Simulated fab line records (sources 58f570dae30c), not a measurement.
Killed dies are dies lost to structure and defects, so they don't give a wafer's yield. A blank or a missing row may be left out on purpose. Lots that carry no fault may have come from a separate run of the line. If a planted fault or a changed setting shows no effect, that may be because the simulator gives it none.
Check for tools in common ; flow berkeleyCmos170 ; Sampled: 14 lots, 42 wafers

WHY IT WAS OPENED
Flagged at UCB170_M1_CD_MEAS_90: reading cdNm, on 2 of 14 lots. Fault-free wafers read 700.2 nm, with a standard deviation of 2.4.
Rule: a lot is flagged in two cases, either no wafer of it has a number, or all its wafers with numbers fall more than 4 standard deviations from that mean. The other lots count as sound.

lot;measured;on;cdNm (nm), wafer by wafer;flag
L525;day 8 14:17;cdSem-01;696.4 694.4 696.5;
L526;day 9 02:38;cdSem-01;699.5 697.6 698.2;
L527;day 9 02:43;cdSem-01;699.7 697.3 701.5;
L528;day 9 08:58;cdSem-01;702.5 701.4 703.7;
L533;day 9 20:43;cdSem-01;697.4 700.6 702.6;
L529;day 9 22:43;cdSem-01;698.9 701.8 700.1;
L531;day 9 22:49;cdSem-01;702.7 703.1 706.0;
L534;day 10 08:41;cdSem-01;697.1 698.3 701.4;
L537;day 11 09:53;cdSem-01;703.0 699.3 701.7;
L538;day 11 19:31;cdSem-01;697.5 699.8 697.8;
L541;day 11 20:25;cdSem-01;713.8 713.5 716.5;FLAGGED
L542;day 12 15:59;cdSem-01;716.2 715.9 716.2;FLAGGED
L545;day 13 11:14;cdSem-01;695.9 697.6 697.1;
L544;day 13 12:35;cdSem-01;700.8 698.5 697.4;
On average the flagged lots' numbers are 715.4 nm, which is +15.1 nm against the usual, or +6 standard deviations.

EACH LOT AND THE TOOL IT RAN ON
The record holds 3 process steps before the reading, out of a route of 331 steps. Cell contents, in order: the tool; ch with the chambers the sampled wafers went through; the start.
lot;flag;UCB170_SILICIDE_SPUTTER_01;UCB170_CONTACT_ETCH_18;UCB170_M1_METAL_ETCH_12
L525;;pvdSputter-03, day 8 06:07;rieDiel-04 ch 0,1,3, day 8 13:59 or earlier;rieMetal-01 ch 0,1, day 8 13:59
L526;;pvdSputter-01, day 8 15:43;rieDiel-01 ch 0,3, day 9 02:24 or earlier;rieMetal-03 ch 0,1, day 9 02:24
L527;;pvdSputter-03, day 8 16:06;rieDiel-02 ch 0,1,2, day 9 02:29 or earlier;rieMetal-02 ch 0,1, day 9 02:29
L528;;pvdSputter-01, day 8 22:46;rieDiel-01 ch 0,1,2, day 9 08:44 or earlier;rieMetal-01 ch 0,1, day 9 08:44
L533;;pvdSputter-02, day 9 11:55;rieDiel-04 ch 0,1, day 9 20:29 or earlier;rieMetal-03 ch 0,1, day 9 20:29
L529;;pvdSputter-02, day 9 12:23;rieDiel-04 ch 1,2,3, day 9 22:17 or earlier;rieMetal-02 ch 0,1, day 9 22:17
L531;;pvdSputter-03, day 9 12:53;rieDiel-01 ch 0,1,2, day 9 22:32 or earlier;rieMetal-03 ch 1, day 9 22:32
L534;;pvdSputter-03, day 10 02:29;rieDiel-01 ch 0,2, day 10 08:27 or earlier;rieMetal-02 ch 0,1, day 10 08:27
L537;;pvdSputter-01, day 11 01:48;rieDiel-02 ch 1,2,3, day 11 09:33 or earlier;rieMetal-02 ch 0,1, day 11 09:33
L538;;pvdSputter-03, day 11 11:50;rieDiel-04 ch 1,2,3, day 11 19:16 or earlier;rieMetal-02 ch 0,1, day 11 19:16
L541;FLAGGED;pvdSputter-02, day 11 13:01;rieDiel-02 ch 0,1,2, day 11 20:11 or earlier;rieMetal-01 ch 0,1, day 11 20:11
L542;FLAGGED;pvdSputter-01, day 12 06:19;rieDiel-01 ch 0,1,2, day 12 15:44 or earlier;rieMetal-01 ch 1, day 12 15:44
L545;;pvdSputter-02, day 13 01:52;rieDiel-02 ch 0,1,2, day 13 10:59 or earlier;rieMetal-02 ch 0,1, day 13 10:59
L544;;pvdSputter-03, day 13 02:37;rieDiel-02 ch 1,2,3, day 13 12:16 or earlier;rieMetal-02 ch 0,1, day 13 12:16
What is done by these steps:
- UCB170_SILICIDE_SPUTTER_01: material Ti, target thk 30 nm, time 25 s.
- UCB170_CONTACT_ETCH_18: etches PSG in CHF3/CF4/Ar, stops on TiSi2, target depth 840 nm, time 195 s.
- UCB170_M1_METAL_ETCH_12: etches Al in Cl2/BCl3, stops on PSG, target depth 780 nm, time 130 s.
- UCB170_M1_CD_MEAS_90: target cd 700 nm.

FLAGGED OVER TOTAL, TOOL BY TOOL (the gauges that took the reading come last)
step;tool;lots run;flagged;share of the flagged lots;sound lots run after its first flagged lot
UCB170_SILICIDE_SPUTTER_01;pvdSputter-01;4;1;some;0
UCB170_SILICIDE_SPUTTER_01;pvdSputter-02;4;1;some;1 (L545)
UCB170_SILICIDE_SPUTTER_01;pvdSputter-03;6;0;none;-
UCB170_CONTACT_ETCH_18;rieDiel-01;5;1;some;0
UCB170_CONTACT_ETCH_18;rieDiel-02;5;1;some;2 (L545,L544)
UCB170_CONTACT_ETCH_18;rieDiel-04;4;0;none;-
UCB170_M1_METAL_ETCH_12;rieMetal-01;4;2;all;0
UCB170_M1_METAL_ETCH_12;rieMetal-02;7;0;none;-
UCB170_M1_METAL_ETCH_12;rieMetal-03;3;0;none;-
UCB170_M1_CD_MEAS_90;cdSem-01;14;2;all;2 (L545,L544)
UCB170_CONTACT_ETCH_18 gives no start for some lots, so the hours and the order of its lots are those of UCB170_M1_METAL_ETCH_12.

THE TABLE: WHAT IT ALLOWS
Table rows that saw every flagged lot: 2, namely rieMetal-01 at UCB170_M1_METAL_ETCH_12 and cdSem-01 at UCB170_M1_CD_MEAS_90.
- rieMetal-01 at UCB170_M1_METAL_ETCH_12 ran 4 lots, 2 of them flagged. It ran its last sound lot, L528, at day 9 08:44 and its first flagged lot, L541, at day 11 20:11: a fault with its onset between the two fits. Its own readings (rfFwdPowerW) fall more than 4 standard deviations out on all wafers of the flagged lots.
- cdSem-01 at UCB170_M1_CD_MEAS_90 ran 14 lots, 2 of them flagged. Sound lots ran on it after the first flagged one (L545, L544), which a lasting fault on the whole tool wouldn't allow.
One tool is left: rieMetal-01 at UCB170_M1_METAL_ETCH_12.

WHAT THE SIMULATOR HAD PUT IN
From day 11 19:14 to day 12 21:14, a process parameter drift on rieMetal-01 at UCB170_M1_METAL_ETCH_12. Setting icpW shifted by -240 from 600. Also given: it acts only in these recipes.
Struck lots among those shown: L541, L542. The same result came from the rule above.
